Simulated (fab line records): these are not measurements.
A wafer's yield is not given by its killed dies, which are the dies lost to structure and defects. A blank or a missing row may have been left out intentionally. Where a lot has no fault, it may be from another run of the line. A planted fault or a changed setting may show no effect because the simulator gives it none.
What tool caused it?	flow ritCmos	Sampling: 13 lots, 39 wafers, 2 of 202 route steps

== WHAT EACH GAUGE READ, for each wafer ==
RIT_PSD_OVL_MEAS_06. Usual: PSD_OVL 0.0 nm, standard deviation 1.5.
lot	measured	on	PSD_OVL (nm)	flag
L621	day 3 00:02	overlay-01	4.0 2.0 3.0	
L622	day 3 07:28	overlay-01	-1.5 -0.9 -2.4	
L623	day 3 11:58	overlay-01	2.0 1.2 1.1	
L624	day 3 16:34	overlay-02	3.6 2.5 1.3	
L625	day 3 21:51	overlay-02	0.0 0.0 -0.5	
L626	day 4 05:01	overlay-01	- - -	OFF
L627	day 4 07:53	overlay-01	2.0 -0.3 3.0	
L628	day 4 16:26	overlay-01	0.6 1.3 1.8	
L629	day 4 18:29	overlay-01	- - -	OFF
L638	day 6 15:57	overlay-01	-0.3 -0.2 -0.6	
L639	day 6 18:37	overlay-01	2.0 1.5 2.0	
L642	day 7 11:37	overlay-01	-3.2 -3.3 -2.0	
L643	day 7 16:26	overlay-02	-0.8 -0.8 -0.5	

== WHAT TOOL EACH LOT RAN ON (gives the tool, then ch and the chambers of the sampled wafers, and finally the start) ==
lot	RIT_PSD_EXPOSE_03
L621	ilineStepper-02 ch 0, day 2 23:39
L622	ilineStepper-01 ch 0, day 3 07:04
L623	ilineStepper-02 ch 0, day 3 11:34
L624	ilineStepper-02 ch 0, day 3 16:10
L625	ilineStepper-01 ch 0, day 3 21:24
L626	ilineStepper-01 ch 0, day 4 04:37
L627	ilineStepper-02 ch 0, day 4 07:29
L628	ilineStepper-02 ch 0, day 4 16:03
L629	ilineStepper-01 ch 0, day 4 18:05
L638	ilineStepper-02 ch 0, day 6 15:33
L639	ilineStepper-02 ch 0, day 6 18:13
L642	ilineStepper-02 ch 0, day 7 11:14
L643	ilineStepper-02 ch 0, day 7 16:02
- RIT_PSD_EXPOSE_03: exposes mask M10, target cd 40900 nm.

== AS READ BY THE TOOLS THEMSELVES (means over the sampled wafers that have a number; for cases with no such wafer, the mark the record gives instead) ==
The record holds no such reading with a usual standard deviation.

== THE ANSWER, worked out from the rows above alone ==
Rule: take the mean of a lot's wafers that have a number; if it is more than 3 standard deviations from the usual mean, the lot is off. A lot without any number at a reading at which 4 lots or more have one is off too. The other lots that the step has rows for count as sound. Order of review: gauges by route order, followed by the tools' own readings, for which a lot's mean as printed above is used. The first step at which some lot is off is used, and at that step the reading that is off furthest; a lot without a number counts as furthest.
Off: L626, L629, seen at RIT_PSD_OVL_MEAS_06 (PSD_OVL). Without a number there: L626, L629.
A tool fits if, at a process step before that reading, it ran every lot that is off, and no sound lot after the first of them. Gauges at RIT_PSD_OVL_MEAS_06: tried the same way as those tools. One candidate fits, namely ilineStepper-01 at RIT_PSD_EXPOSE_03. Its last sound lot is L625 (day 3 21:24), its first lot that is off L626 (day 4 04:37): a fault that began between those two fits.

== WHAT THE SIMULATOR PUT IN ==
Scanner matching overlay: ilineStepper-01, from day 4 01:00 on, at RIT_PSD_EXPOSE_03. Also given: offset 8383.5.
Struck lots among those shown: L626, L629. Same finding as the rule above.
